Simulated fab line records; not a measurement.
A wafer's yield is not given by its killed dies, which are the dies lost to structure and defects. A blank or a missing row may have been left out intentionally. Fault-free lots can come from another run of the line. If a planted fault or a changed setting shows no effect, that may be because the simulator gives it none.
Which of the tools did it? :: flow berkeley cmos170 :: 21 wafers sampled from 7 lots at 1 step of a route of 331

## WHAT THE GAUGES READ, wafer by wafer
UCB170_V1_CD_MEAS_12: the cd target is 700 nm.
lot: L182
measured: day 7 16:01
on: cd sem-02
cd nm (nm): 699.1 699.8 700.3

lot: L188
measured: day 8 16:31
on: cd sem-01
cd nm (nm): 699.3 700.3 699.2

lot: L192
measured: day 9 18:08
on: cd sem-01
cd nm (nm): 699.5 699.6 700.1

lot: L194
measured: day 10 06:35
on: cd sem-02
cd nm (nm): 698.3 696.6 697.6

lot: L197
measured: day 10 22:43
on: cd sem-02
cd nm (nm): 700.8 701.5 700.9

lot: L204
measured: day 12 10:41
on: cd sem-01
cd nm (nm): 701.7 700.4 701.1

lot: L202
measured: day 12 17:08
on: cd sem-01
cd nm (nm): 697.2 698.4 697.7

## EACH LOT AND THE TOOL THAT RAN IT (in order: tool; ch and the chambers of the sampled wafers; start)
The record shows no process step preceding these readings.

## THE ANSWER, worked out from the rows above alone
Rule: the lots themselves supply what counts as usual. The widest of any qualifying gaps counts: lots, ordered by their means at a reading, are off when they make up no more than a third of the lots, leave a main group of 4 or more, and stand apart from it by 3 or more times the standard deviation of that group's means. If all means in a main group match to the digits the tables above print for the reading, that group is not used. Also off: a lot with no number at a reading for which 4 or more lots have one. Any other lot the step has rows for is counted as sound.
No lot is off at any reading shown: from this, nothing can be told.

## WHAT THE SIMULATOR PUT IN
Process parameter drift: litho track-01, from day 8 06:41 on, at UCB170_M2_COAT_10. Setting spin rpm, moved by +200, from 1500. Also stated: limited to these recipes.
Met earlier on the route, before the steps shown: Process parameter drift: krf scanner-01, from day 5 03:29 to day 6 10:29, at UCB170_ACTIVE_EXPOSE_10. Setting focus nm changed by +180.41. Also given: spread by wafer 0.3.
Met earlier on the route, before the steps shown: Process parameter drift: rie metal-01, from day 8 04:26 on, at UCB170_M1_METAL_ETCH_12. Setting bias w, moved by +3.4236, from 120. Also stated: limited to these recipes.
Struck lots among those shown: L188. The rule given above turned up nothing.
